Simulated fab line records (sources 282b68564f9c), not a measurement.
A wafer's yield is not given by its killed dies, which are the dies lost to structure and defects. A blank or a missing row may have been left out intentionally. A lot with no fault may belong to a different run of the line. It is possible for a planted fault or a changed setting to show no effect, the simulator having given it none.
Chamber matching -- flow rit-cmos -- rie-diel-03 running RIT_ACTIVE_ETCH_13: 4 sister chambers
The step etches Si3N4 in SF6, stops on SiO2, time 210 s, target depth 210 nm. 8 wafers are shown with their chamber, then 7 later ones without.

WAFERS WITH THEIR CHAMBER
wafer,chamber,drypump-motor-current-A (A),throttle-valve-pct (%)
L504.1,2,5.9,7.36
L504.2,1,6.7,7.34
L504.3,0,6.3,7.46
L510.2,0,6.2,7.45
L510.4,3,5.7,7.49
L510.6,1,6.6,7.35
L514.1,3,5.7,7.47
L514.3,2,5.8,7.36

WAFERS WHOSE CHAMBER IS MISSING
wafer,drypump-motor-current-A (A),throttle-valve-pct (%)
L514.4,6.6,7.34
L518.4,5.7,7.47
L518.5,6.7,7.34
L518.6,5.8,7.36
L521.3,5.9,7.35
L521.4,5.7,7.49
L521.5,5.7,7.49

WHICH CHAMBER EACH WENT THROUGH
wafer,from the rows above,in truth
L514.4,1,1
L518.4,3,3
L518.5,1,1
L518.6,2,2
L521.3,2,2
L521.4,3,3
L521.5,3,3
7 of 7 placed correctly. Can't be placed from these rows: 0. Wrongly placed: 0.
How it was worked out, from the rows above alone: a wafer's distance from a chamber is the root of the sum, over the readings, of the square of ((its reading less the chamber's mean) divided by the reading's scatter). The wafer belongs to the nearest chamber; if the next one is less than 2 further off, it can't be placed. The mean given for a chamber averages the wafers shown for that chamber. The scatter: take each reading less its chamber's mean, square it, sum over the shown wafers, divide by the number of wafers less the number of chambers, and take the root.
